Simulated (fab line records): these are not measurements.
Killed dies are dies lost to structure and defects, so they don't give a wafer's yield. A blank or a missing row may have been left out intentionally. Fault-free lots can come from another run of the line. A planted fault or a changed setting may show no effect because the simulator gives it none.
Which of the tools did it? | flow berkeley cmos170 | Sampling: 14 lots, 42 wafers, 5 of 331 route steps

WHAT THE GAUGES SHOWED, per wafer
UCB170_ACTIVE_THK_MEAS_06.
lot  | measured    | on            | ACTIVE_NITRIDE_THK (nm)
L473 | day 4 17:55 | film metro-02 | 221.8 221.1 222.3
L474 | day 4 17:55 | film metro-01 | 220.9 221.7 221.0
L475 | day 5 08:55 | film metro-03 | 222.3 223.6 220.6
L476 | day 5 08:55 | film metro-02 | 222.1 219.3 220.5
L477 | day 5 08:55 | film metro-01 | 225.0 219.9 221.0
L478 | day 6 08:06 | film metro-01 | 216.6 217.9 216.5
L479 | day 6 08:02 | film metro-03 | 223.1 222.0 222.5
L480 | day 6 08:02 | film metro-01 | 226.4 224.1 224.0
L483 | day 6 13:54 | film metro-03 | 218.7 219.6 218.1
L485 | day 7 08:42 | film metro-03 | 218.7 217.7 216.4
L489 | day 7 15:09 | film metro-01 | 222.4 222.1 223.5
L492 | day 8 20:43 | film metro-01 | 299.5 301.3 298.1 299.8 301.4 298.1
L493 | day 9 06:48 | film metro-03 | 301.6 301.9 301.3 301.5 301.8 301.4
L495 | day 9 13:35 | film metro-02 | 218.9 217.6 219.3

UCB170_GATE_THK_MEAS_02.
lot  | measured     | on            | GATE_OXIDE_THK (nm)
L473 | day 7 01:00  | film metro-04 | 6.62 6.50 6.47
L474 | day 7 01:00  | film metro-01 | 6.57 6.54 6.57
L475 | day 7 10:04  | film metro-04 | 6.34 6.32 6.35
L476 | day 7 10:00  | film metro-04 | 6.64 6.53 6.51
L477 | day 7 10:00  | film metro-01 | 6.58 6.49 6.54
L478 | day 8 05:37  | film metro-04 | 6.58 6.48 6.61
L479 | day 8 05:37  | film metro-01 | 6.48 6.72 6.57
L480 | day 8 05:40  | film metro-01 | 6.41 6.50 6.39
L483 | day 8 12:38  | film metro-01 | 6.53 6.54 6.65
L485 | day 9 04:03  | film metro-04 | 6.75 6.62 6.63
L489 | day 9 20:22  | film metro-02 | 6.84 6.94 6.88
L495 | day 11 15:39 | film metro-02 | 6.91 6.79 6.86

UCB170_PSD_OVL_MEAS_07.
lot  | measured     | on         | PSD_OVL (nm)
L473 | day 7 23:03  | overlay-01 | 2 0 3
L474 | day 7 23:33  | overlay-01 | -4 -3 -6
L475 | day 8 06:12  | overlay-01 | -1 1 0
L476 | day 8 05:45  | overlay-01 | 5 -2 2
L477 | day 8 06:01  | overlay-02 | -11 -6 -7
L478 | day 9 02:23  | overlay-02 | 10 8 9
L479 | day 9 02:05  | overlay-01 | -1 -4 -3
L480 | day 9 02:37  | overlay-02 | 8 5 -2
L483 | day 9 10:26  | overlay-01 | 7 0 9
L485 | day 10 02:01 | overlay-01 | -5 -1 0
L489 | day 10 19:23 | overlay-02 | -1 1 -3
L495 | day 12 19:17 | overlay-01 | 1 4 0

WHICH TOOL RAN EACH LOT (tool, then ch and the chambers of the sampled wafers, then the start)
lot  | UCB170_ACTIVE_CVD_05       | UCB170_ACTIVE_ETCH_15
L473 | lpcvd-02 ch 0, day 4 16:00 | rie diel-02 ch 0,1, day 4 19:36
L474 | lpcvd-02 ch 1, day 4 16:00 | rie diel-01 ch 0,2,3, day 4 19:52
L475 | lpcvd-02 ch 1, day 5 07:00 | rie diel-02 ch 0,1,3, day 5 10:35
L476 | lpcvd-02 ch 1, day 5 07:00 | rie diel-03 ch 0,2,3, day 5 11:08
L477 | lpcvd-02 ch 1, day 5 07:00 | rie diel-01 ch 1,2,3, day 5 10:51
L478 | lpcvd-02 ch 1, day 6 06:07 | rie diel-02 ch 0,3, day 6 09:42
L479 | lpcvd-02 ch 1, day 6 06:07 | rie diel-01 ch 0,1, day 6 09:28
L480 | lpcvd-02 ch 0, day 6 06:07 | rie diel-03 ch 0,2,3, day 6 09:13
L483 | lpcvd-01 ch 0, day 6 11:59 | rie diel-03 ch 0,1,2, day 6 15:25
L485 | lpcvd-01 ch 0, day 7 06:46 | rie diel-01 ch 0,2, day 7 09:56
L489 | lpcvd-02 ch 0, day 7 13:11 | rie diel-03 ch 1,2,3, day 7 17:39
L492 | lpcvd-02 ch 0, day 8 18:48 | rie diel-01 ch 0,2,3, day 9 02:33
L493 | lpcvd-02 ch 1, day 9 04:53 | rie diel-02 ch 1,2,3, day 9 12:19
L495 | lpcvd-01 ch 1, day 9 11:40 | rie diel-03 ch 0,1,2, day 9 15:05
- UCB170_ACTIVE_CVD_05: deposits Si3N4 from SiH2Cl2/NH3, target thk 220 nm, time 3300 s.
- UCB170_ACTIVE_ETCH_15: etches Si3N4 in CH3F/Ar/O2, stops on SiO2, target depth 242 nm, time 151 s.

WHAT THE TOOLS THEMSELVES READ (means of the sampled wafers that have a number; where no wafer has one, the mark that the record gives instead)
UCB170_ACTIVE_CVD_05.
lot  | tool     | sih2cl2 flow sccm (sccm) | zone power load pct (%)
L473 | lpcvd-02 | 25.09                    | 19.2
L474 | lpcvd-02 | 25.01                    | 16.1
L475 | lpcvd-02 | 25.00                    | 16.2
L476 | lpcvd-02 | 24.95                    | 16.1
L477 | lpcvd-02 | 25.01                    | 16.1
L478 | lpcvd-02 | 24.98                    | 16.0
L479 | lpcvd-02 | 24.98                    | 16.1
L480 | lpcvd-02 | 25.09                    | 19.4
L483 | lpcvd-01 | 24.97                    | 23.8
L485 | lpcvd-01 | 25.03                    | 23.6
L489 | lpcvd-02 | 24.87                    | 19.5
L492 | lpcvd-02 | 25.08                    | 19.4
L493 | lpcvd-02 | 24.96                    | 16.0
L495 | lpcvd-01 | 25.10                    | 18.1

UCB170_ACTIVE_ETCH_15.
lot  | tool        | chamber pressure mTorr (mTorr) | drypump motor current A (A) | oes product au (a.u.) | throttle valve pct (%)
L473 | rie diel-02 | 50.00                          | 5.3                         | 0.927                 | 8.10
L474 | rie diel-01 | 50.00                          | 5.2                         | 0.944                 | 7.99
L475 | rie diel-02 | 50.01                          | 5.6                         | 0.936                 | 8.04
L476 | rie diel-03 | 49.97                          | 5.9                         | 0.941                 | 8.06
L477 | rie diel-01 | 50.00                          | 5.5                         | 0.949                 | 7.93
L478 | rie diel-02 | 49.95                          | 6.0                         | 0.925                 | 7.97
L479 | rie diel-01 | 50.03                          | 5.7                         | 0.957                 | 8.09
L480 | rie diel-03 | 49.98                          | 5.9                         | 0.951                 | 8.07
L483 | rie diel-03 | 49.98                          | 6.4                         | 0.951                 | 8.09
L485 | rie diel-01 | 50.01                          | 5.4                         | 0.943                 | 8.07
L489 | rie diel-03 | 50.04                          | 6.0                         | 0.947                 | 8.12
L492 | rie diel-01 | 49.99                          | 5.2                         | 0.997                 | 7.98
L493 | rie diel-02 | 50.04                          | 5.8                         | 0.996                 | 7.94
L495 | rie diel-03 | 49.96                          | 6.4                         | 0.947                 | 8.08

THE ANSWER, worked out from the rows above alone
Rule: usual is defined by the lots themselves. The widest of any qualifying gaps counts: lots, ordered by their means at a reading, are off when they make up no more than a third of the lots, leave a main group of 4 or more, and stand apart from it by 3 or more times the standard deviation of that group's means. The tables above print the reading to a certain number of digits; a main group whose means all agree to those digits is not used. A lot without any number at a reading at which 4 lots or more have one is off too. Where the step has rows for the other lots, those lots are counted as sound. Order of review: gauges by route order, followed by the tools' own readings, for which a lot's mean as printed above is used. At the first step where some lot is off, the reading lying furthest off is the one used; lots without a number count as furthest.
Off: L492, L493, seen at UCB170_ACTIVE_THK_MEAS_06 (ACTIVE_NITRIDE_THK). Main group: mean 220.8 nm, sd 2.2.
A tool fits if, at a process step before that reading, it ran every lot that is off, and no sound lot after the first of them. The gauges at UCB170_ACTIVE_THK_MEAS_06 aren't tried: what is off there is off at UCB170_ACTIVE_ETCH_15 too, on other tools, and a gauge's error can't cause that. One candidate fits, namely lpcvd-02 at UCB170_ACTIVE_CVD_05. Its last sound lot is L489 (day 7 13:11), its first lot that is off L492 (day 8 18:48): a fault that began between those two fits.

WHAT THE SIMULATOR HAD PUT IN
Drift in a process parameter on lpcvd-02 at UCB170_ACTIVE_CVD_05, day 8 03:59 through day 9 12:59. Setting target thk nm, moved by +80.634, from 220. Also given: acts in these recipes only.
Shown lots that were struck: L492, L493. This agrees with what the rule above found.
